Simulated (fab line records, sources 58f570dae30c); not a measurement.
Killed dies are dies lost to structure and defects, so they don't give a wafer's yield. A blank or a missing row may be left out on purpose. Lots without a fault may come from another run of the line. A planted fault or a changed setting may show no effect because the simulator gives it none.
fab line records | flow berkeley_cmos170
record lots=14 wafers=42 last_day=12
route steps=331 shown PWELL@48 SDANNEAL@205 PSD@206 NSD@207 PLDD@208 V2@295 M3@311
lots that met no fault: from a run of the same line without faults
start_h: hours from the record's first day to the start of the lot's first wafer shown | wait_h: hours since the lot's step before | " the same as in the row above | L1.1+2: a row that stands for several wafers | - no value, or no start given | * or withheld: withheld | < > ~ a bound
route shown NAME@n: a module of which the file shows steps, and the number in the route of the first | usual: mean/standard deviation of fault-free wafers | same: alike in all rows | chamber/n: place in a boat | sites: the reading at each site | _std_site: their standard deviation | _edge_site: outer sites' mean less inner sites' | radius_mm: how far each site lies from the wafer's centre | mask NAME#n: copy n | behind: the tool/chamber that last shaped the wafer | hold: why the lot was held/for how many hours/how that ended | device: the transistor (n, p or np) that didn't switch | end of line: the same wafers' tests at the end of the route | a step without rows: its recipe alone | killed: dies lost to structure and defects at the first sort, not the wafer's yield | map: a wafer's dies, x killed, . not, _ none there
set.NAME: the setting as run; set.NAME@STEP: as run at that earlier step | model.NAME: the simulator's own value behind a step, which no gauge read
steps of the route over a sample of lots; a table a step, a row a wafer
services: from which hour (start_h, from the record's first day; less than 0 if before it) a tool's chamber was out of use, for how many hours, and why
## steps
# step UCB170_PWELL_ETCH_14
# recipe chemistry=CH3F/Ar/O2 target=Si3N4 stop_on=SiO2 CH3F_flow_sccm=20 Ar_flow_sccm=50 O2_flow_sccm=7 pressure_mtorr=50 rf_w=450 target_depth_a=2420 over_etch_frac=0.1 time_s=151
# usual drypump_motor_current_A=5.8/0.45 oes_product_au=0.941/0.015 throttle_valve_pct=7.99/0.12
# columns lot.wafer tool chamber start_h wait_h drypump_motor_current_A oes_product_au rf_hours_counter_h throttle_valve_pct
L426.3 rie_diel-01 3 53.59 0.0 5.2 0.970 10 8.17
L426.4 " 2 " " 5.3 0.955 69 7.94
L426.5 " 2 " " 5.3 0.949 - 7.94
L425.1 rie_diel-02 3 53.88 0.0 5.8 0.957 105 8.10
L425.2 " 2 " " 5.8 0.942 29 7.93
L425.4 " 2 " " 5.8 0.941 - 7.93
L428.1 rie_diel-02 3 63.31 0.0 5.8 0.957 105 8.11
L428.3 " 1 " " 5.6 0.918 1 7.77
L428.6 " 3 " " 5.8 0.959 - 8.11
L427.1 rie_diel-04 1 63.67 0.0 5.7 0.939 43 8.07
L427.3 " 3 " " 6.3 0.948 81 8.06
L427.4 " 0 " " 6.2 0.930 18 7.97
L429.2 rie_diel-02 2 70.80 0.0 5.8 0.938 30 7.93
L429.5 " 1 " " 5.6 0.911 - 7.79
L429.6 " 0 " " 5.8 0.954 - 7.90
L431.1 rie_diel-01 3 73.88 0.0 5.2 0.954 10 8.16
L431.2 " 1 " " 6.7 0.945 3 7.93
L431.5 " 2 " " 5.3 0.945 - 7.94
L432.1 rie_diel-01 1 84.08 0.0 6.7 0.945 3 7.91
L432.3 " 2 " " 5.3 0.926 70 7.93
L432.4 " 3 " " 5.2 0.951 11 8.17
L435.1 rie_diel-02 2 99.19 0.0 5.8 0.935 31 7.92
L435.3 " 0 " " 5.8 0.956 2 7.90
L435.5 " 3 " " 5.8 0.956 - 8.13
L437.2 rie_diel-01 2 110.19 0.0 5.3 0.925 71 7.94
L437.3 " 3 " " 5.2 0.959 12 8.15
L437.6 " 1 " " 6.7 0.946 - 7.92
L441.2 rie_diel-01 0 117.86 0.0 5.2 0.933 18 7.94
L441.4 " 2 " " 5.3 0.942 72 7.94
L441.6 " 3 " " 5.2 0.957 - 8.17
L440.2 rie_diel-04 3 118.48 0.0 6.3 0.943 84 8.06
L440.4 " 1 " " 5.7 0.939 46 8.09
L440.6 " 0 " " 6.1 0.948 - 7.96
L445.1 rie_diel-02 1 148.64 0.0 5.6 0.906 6 7.78
L445.4 " 3 " " 5.8 0.953 110 8.11
L445.5 " 1 " " 5.6 0.902 - 7.78
L447.1 rie_diel-01 0 155.57 0.0 5.3 0.924 20 7.95
L447.2 " 3 " " 5.3 0.956 14 8.16
L447.6 " 1 " " 6.7 0.945 - 7.93
L448.2 rie_diel-04 0 168.51 0.0 6.2 0.924 23 7.96
L448.4 " 1 " " 5.7 0.934 - 8.08
L448.5 " 0 " " 6.1 0.931 - 7.95
# step UCB170_SDANNEAL_RTA_01
# recipe temp_c=1050 time_s=5 ambient=N2
# usual anneal_temp_c_max=1054.4/0.91 lamp_power_pct=38.0/1.2 wafer_temp_C_max=1054.8/2
# columns lot.wafer tool chamber start_h wait_h anneal_temp_c_max lamp_power_pct wafer_temp_C_max
L426.3 rtp_anneal-01 0 137.58 0.1 1054.4 36.8 1055.6
L426.4 " 0 " " 1054.6 36.9 1057.1
L426.5 " 0 " " 1054.3 36.8 1056.4
L425.1 rtp_anneal-02 0 137.98 0.1 1054.0 39.3 1054.3
L425.2 " 0 " " 1052.9 39.3 1052.4
L425.4 " 0 " " 1053.2 39.3 1053.0
L427.1 rtp_anneal-01 0 140.15 0.1 1056.5 36.9 1056.3
L427.3 " 0 " " 1054.6 36.9 1055.2
L427.4 " 0 " " 1055.0 36.8 1056.6
L428.1 rtp_anneal-02 0 140.91 0.1 1053.5 39.4 1053.4
L428.3 " 0 " " 1054.3 39.3 1053.3
L428.6 " 0 " " 1053.4 39.3 1052.5
L429.2 rtp_anneal-02 0 151.83 0.1 1054.2 39.3 1052.3
L429.5 " 0 " " 1053.7 39.3 1052.8
L429.6 " 0 " " 1053.7 39.3 1052.0
L431.1 rtp_anneal-01 0 152.09 0.1 1056.0 36.8 1056.6
L431.2 " 0 " " 1054.5 36.9 1054.9
L431.5 " 0 " " 1055.3 36.8 1054.8
L432.1 rtp_anneal-01 0 164.86 0.1 1055.9 36.9 1055.3
L432.3 " 0 " " 1054.7 36.9 1055.4
L432.4 " 0 " " 1056.0 36.8 1057.0
L435.1 rtp_anneal-01 0 183.33 0.1 1053.2 36.9 1058.2
L435.3 " 0 " " 1054.9 36.8 1058.4
L435.5 " 0 " " 1054.0 36.8 1059.4
L437.2 rtp_anneal-01 0 194.34 0.1 1054.3 36.9 1057.8
L437.3 " 0 " " 1054.0 36.8 1057.3
L437.6 " 0 " " 1055.1 36.8 1055.8
L441.2 rtp_anneal-01 0 211.27 0.1 1054.4 35.3 1056.3
L441.4 " 0 " " 1053.7 35.3 1055.6
L441.6 " 0 " " 1054.3 35.2 1058.1
L440.2 rtp_anneal-01 0 211.90 0.1 1055.5 35.4 1057.1
L440.4 " 0 " " 1053.4 35.3 1056.9
L440.6 " 0 " " 1057.5 35.3 1056.7
L445.1 rtp_anneal-02 0 235.18 0.1 1053.4 39.3 1053.1
L445.4 " 0 " " 1053.3 39.2 1053.4
L445.5 " 0 " " 1054.8 39.3 1052.3
L447.1 rtp_anneal-02 0 239.11 0.1 1055.2 39.3 1053.1
L447.2 " 0 " " 1054.4 39.3 1052.6
L447.6 " 0 " " 1054.1 39.3 1052.2
L448.2 rtp_anneal-02 0 255.46 0.1 1054.7 39.3 1052.1
L448.4 " 0 " " 1054.5 39.3 1053.5
L448.5 " 0 " " 1054.2 39.3 1052.1
# step UCB170_SDANNEAL_RS_MEAS_02
# recipe thk_meas_gauge=four-point-probe
# usual PSD_RS=75.5/0.31
# columns lot.wafer tool chamber start_h wait_h PSD_RS[ohm/sq]
L426.3 film_metro-01 - 137.66 0.1 75.2
L426.4 " - " " 75.5
L426.5 " - " " 75.0
L425.1 film_metro-04 - 138.04 0.0 75.9
L425.2 " - " " 75.7
L425.4 " - " " 75.6
L427.1 film_metro-01 - 140.21 0.0 75.4
L427.3 " - " " 75.3
L427.4 " - " " 75.3
L428.1 film_metro-04 - 140.97 0.0 76.3
L428.3 " - " " 76.1
L428.6 " - " " 76.2
L429.2 film_metro-01 - 151.95 0.1 75.2
L429.5 " - " " 74.9
L429.6 " - " " 75.1
L431.1 film_metro-04 - 152.15 0.0 75.7
L431.2 " - " " 75.5
L431.5 " - " " 75.2
L432.1 film_metro-01 - 164.92 0.0 75.1
L432.3 " - " " 75.4
L432.4 " - " " 75.4
L435.1 film_metro-01 - 183.39 0.0 75.9
L435.3 " - " " 75.6
L435.5 " - " " 75.6
L437.2 film_metro-04 - 194.40 0.1 75.9
L437.3 " - " " 75.6
L437.6 " - " " 75.8
L441.2 film_metro-04 - 211.34 0.1 83.7
L441.4 " - " " 84.1
L441.6 " - " " 84.1
L440.2 film_metro-04 - 211.97 0.1 84.3
L440.4 " - " " 84.1
L440.6 " - " " 84.0
L445.1 film_metro-01 - 235.24 0.0 75.3
L445.4 " - " " 75.5
L445.5 " - " " 75.4
L447.1 film_metro-01 - 239.16 0.0 74.9
L447.2 " - " " 74.8
L447.6 " - " " 74.8
L448.2 film_metro-04 - 255.53 0.1 75.7
L448.4 " - " " 75.4
L448.5 " - " " 75.5
# step UCB170_SDANNEAL_RS_MEAS_03
# recipe thk_meas_gauge=four-point-probe
# usual NSD_RS=37.26/0.086
# columns lot.wafer tool chamber start_h wait_h NSD_RS[ohm/sq]
L426.3 film_metro-01 - 137.78 0.1 37.23
L426.4 " - " " 37.17
L426.5 " - " " 37.32
L425.1 film_metro-04 - 138.16 0.1 37.21
L425.2 " - " " 37.15
L425.4 " - " " 37.12
L427.1 film_metro-01 - 140.33 0.1 37.37
L427.3 " - " " 37.29
L427.4 " - " " 37.27
L428.1 film_metro-04 - 141.09 0.1 37.43
L428.3 " - " " 37.28
L428.6 " - " " 37.30
L429.2 film_metro-01 - 152.07 0.1 37.14
L429.5 " - " " 37.22
L429.6 " - " " 37.26
L431.1 film_metro-04 - 152.27 0.1 37.42
L431.2 " - " " 37.31
L431.5 " - " " 37.31
L432.1 film_metro-01 - 165.04 0.1 37.25
L432.3 " - " " 37.13
L432.4 " - " " 37.20
L435.1 film_metro-01 - 183.51 0.1 37.29
L435.3 " - " " 37.13
L435.5 " - " " 37.18
L437.2 film_metro-04 - 194.52 0.1 37.36
L437.3 " - " " 37.27
L437.6 " - " " 37.43
L441.2 film_metro-04 - 211.46 0.1 38.51
L441.4 " - " " 38.55
L441.6 " - " " 38.58
L440.2 film_metro-04 - 212.09 0.1 38.35
L440.4 " - " " 38.42
L440.6 " - " " 38.42
L445.1 film_metro-01 - 235.36 0.1 37.27
L445.4 " - " " 37.32
L445.5 " - " " 37.25
L447.1 film_metro-01 - 239.28 0.1 37.34
L447.2 " - " " 37.34
L447.6 " - " " 37.16
L448.2 film_metro-04 - 255.65 0.1 37.22
L448.4 " - " " 37.33
L448.5 " - " " 37.34
# step UCB170_SDANNEAL_RS_MEAS_04
# recipe thk_meas_gauge=four-point-probe
# usual PLDD_RS=1030.0/2.4
# columns lot.wafer tool chamber start_h wait_h PLDD_RS[ohm/sq]
L426.3 film_metro-01 - 137.90 0.1 1031.3
L426.4 " - " " 1031.6
L426.5 " - " " 1029.4
L425.1 film_metro-04 - 138.28 0.1 1026.5
L425.2 " - " " 1031.1
L425.4 " - " " 1028.9
L427.1 film_metro-01 - 140.45 0.1 1031.2
L427.3 " - " " 1031.4
L427.4 " - " " 1027.5
L428.1 film_metro-04 - 141.21 0.1 1028.9
L428.3 " - " " 1026.2
L428.6 " - " " 1028.2
L429.2 film_metro-01 - 152.19 0.1 1029.9
L429.5 " - " " 1029.6
L429.6 " - " " 1026.4
L431.1 film_metro-04 - 152.39 0.1 1031.9
L431.2 " - " " 1027.2
L431.5 " - " " 1030.0
L432.1 film_metro-01 - 165.16 0.1 1028.2
L432.3 " - " " 1031.1
L432.4 " - " " 1028.2
L435.1 film_metro-01 - 183.63 0.1 1027.8
L435.3 " - " " 1030.4
L435.5 " - " " 1029.4
L437.2 film_metro-04 - 194.64 0.1 1028.9
L437.3 " - " " 1026.1
L437.6 " - " " 1031.0
L441.2 film_metro-04 - 211.58 0.1 1044.3
L441.4 " - " " 1042.3
L441.6 " - " " 1043.6
L440.2 film_metro-04 - 212.21 0.1 1041.9
L440.4 " - " " 1043.5
L440.6 " - " " 1041.0
L445.1 film_metro-01 - 235.48 0.1 1026.3
L445.4 " - " " 1026.4
L445.5 " - " " 1026.4
L447.1 film_metro-01 - 239.40 0.1 1029.6
L447.2 " - " " 1029.2
L447.6 " - " " 1030.2
L448.2 film_metro-04 - 255.77 0.1 1031.3
L448.4 " - " " 1031.0
L448.5 " - " " 1031.3
# step UCB170_V2_BOW_MEAS_03
# recipe mode=bow
# usual V2_BOW=38/7.3
# columns lot.wafer tool chamber start_h wait_h V2_BOW[um]
L426.3 film_metro-04 - 158.01 0.2 36
L426.4 " - " " 25
L426.5 " - " " 36
L427.1 film_metro-01 - 158.65 0.2 30
L427.3 " - " " 37
L427.4 " - " " 34
L425.1 film_metro-02 - 158.77 0.1 34
L425.2 " - " " 33
L425.4 " - " " 41
L428.1 film_metro-01 - 158.95 0.1 34
L428.3 " - " " 42
L428.6 " - " " 30
L431.1 film_metro-01 - 172.81 0.1 46
L431.2 " - " " 43
L431.5 " - " " 59
L429.2 film_metro-04 - 173.23 0.2 32
L429.5 " - " " 34
L429.6 " - " " 37
L432.1 film_metro-04 - 183.49 0.2 48
L432.3 " - " " 26
L432.4 " - " " 44
L435.1 film_metro-01 - 202.11 0.1 46
L435.3 " - " " 46
L435.5 " - " " 50
L437.2 film_metro-01 - 212.97 0.2 33
L437.3 " - " " 27
L437.6 " - " " 27
L440.2 film_metro-01 - 230.78 0.1 44
L440.4 " - " " 40
L440.6 " - " " 46
L441.2 film_metro-02 - 232.76 0.2 27
L441.4 " - " " 40
L441.6 " - " " 41
L445.1 film_metro-02 - 254.73 0.2 39
L445.4 " - " " 23
L445.5 " - " " 37
L447.1 film_metro-02 - 267.00 0.2 26
L447.2 " - " " 31
L447.6 " - " " 35
L448.2 film_metro-04 - 277.13 0.2 33
L448.4 " - " " 31
L448.5 " - " " 31
# step UCB170_M3_RS_MEAS_02
# recipe thk_meas_gauge=four-point-probe reads=Al_of_M3_SPUTTER_01
# usual M3_AL_RS=0.0321/0.00032
# columns lot.wafer tool chamber start_h wait_h M3_AL_RS[ohm/sq]
L426.3 film_metro-04 - 160.13 0.1 0.0321
L426.4 " - " " 0.0326
L426.5 " - " " 0.0318
L427.1 film_metro-01 - 160.89 0.0 0.0319
L427.3 " - " " 0.0319
L427.4 " - " " 0.0320
L425.1 film_metro-03 - 161.06 0.0 0.0327
L425.2 " - " " 0.0326
L425.4 " - " " 0.0325
L428.1 film_metro-04 - 161.34 0.0 0.0327
L428.3 " - " " 0.0320
L428.6 " - " " 0.0318
L431.1 film_metro-03 - 175.12 0.1 0.0321
L431.2 " - " " 0.0324
L431.5 " - " " 0.0321
L429.2 film_metro-04 - 176.24 0.1 0.0320
L429.5 " - " " 0.0320
L429.6 " - " " 0.0322
L432.1 film_metro-01 - 185.51 0.0 0.0319
L432.3 " - " " 0.0318
L432.4 " - " " 0.0321
L435.1 film_metro-01 - 204.14 0.0 0.0328
L435.3 " - " " 0.0328
L435.5 " - " " 0.0330
L437.2 film_metro-04 - 215.17 0.1 0.0317
L437.3 " - " " 0.0317
L437.6 " - " " 0.0320
L440.2 film_metro-03 - 233.58 0.1 0.0323
L440.4 " - " " 0.0321
L440.6 " - " " 0.0317
L441.2 film_metro-03 - 234.70 0.1 0.0321
L441.4 " - " " 0.0319
L441.6 " - " " 0.0321
L445.1 film_metro-01 - 256.67 0.0 0.0315
L445.4 " - " " 0.0319
L445.5 " - " " 0.0317
L447.1 film_metro-04 - 268.97 0.0 0.0324
L447.2 " - " " 0.0317
L447.6 " - " " 0.0324
L448.2 film_metro-03 - 279.40 0.1 0.0315
L448.4 " - " " 0.0315
L448.5 " - " " 0.0318
## services
# columns tool chamber start_h hours kind
rie_diel-04 0 29.71 9.6 repair
rie_diel-02 1 31.33 - clean
rie_diel-02 1 31.33 17.5 scheduled_down
rie_diel-02 1 31.33 17.5 vent_cycle
rie_diel-02 0 48.83 - clean
rie_diel-02 0 48.83 16.3 scheduled_down
rie_diel-02 0 48.83 16.3 vent_cycle
rie_diel-04 - 62.82 0.6 repair
rie_diel-02 0 119.95 15.3 repair
rie_diel-02 2 127.36 4.1 repair
rie_diel-04 2 135.17 3.6 repair
rie_diel-04 3 156.15 16.7 repair
rie_diel-04 0 161.49 2.4 repair
rie_diel-02 3 176.94 2.9 repair
rie_diel-04 2 177.69 3.3 repair
rtp_anneal-02 - 192.33 4.1 pm
rie_diel-02 1 222.92 5.3 repair
rie_diel-01 2 228.55 4.9 repair
rie_diel-04 2 246.76 - clean
rie_diel-04 2 246.76 17.5 scheduled_down
rie_diel-04 2 246.76 17.5 vent_cycle
## key
first_sign step=UCB170_SDANNEAL_RTA_01 reading=lamp_power_pct direction=down sigmas=2.2 usual=38.0 struck=35.3
effect step=UCB170_SDANNEAL_RS_MEAS_02 reading=PSD_RS direction=up sigmas=28 usual=75.5 struck=84.0
effect step=UCB170_SDANNEAL_RS_MEAS_03 reading=NSD_RS direction=up sigmas=14 usual=37.26 struck=38.47
effect step=UCB170_SDANNEAL_RS_MEAS_04 reading=PLDD_RS direction=up sigmas=5.3 usual=1030.0 struck=1042.8
met_at UCB170_SDANNEAL_RTA_01
struck_lots L440,L441
tester_left_out L440,L441
not_acting_at UCB170_PWELL_ETCH_14,UCB170_V2_BOW_MEAS_03,UCB170_M3_RS_MEAS_02
onset_between 194.34 211.27
fault kind=process_parameter_drift tool=rtp_anneal-01 chamber=- onset_h=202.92 steps=UCB170_SDANNEAL_RTA_01 channel=temp_c offset=* shape=step end_h=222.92 acts_in=* stated=*
# tester_left_out: of these lots the tester's yield and bins aren't shown, on N5 and GAA mostly nor the transistor test; their killed dies are dies lost to structure and defects alone, not to doping, threshold or leakage, so they don't give the yield
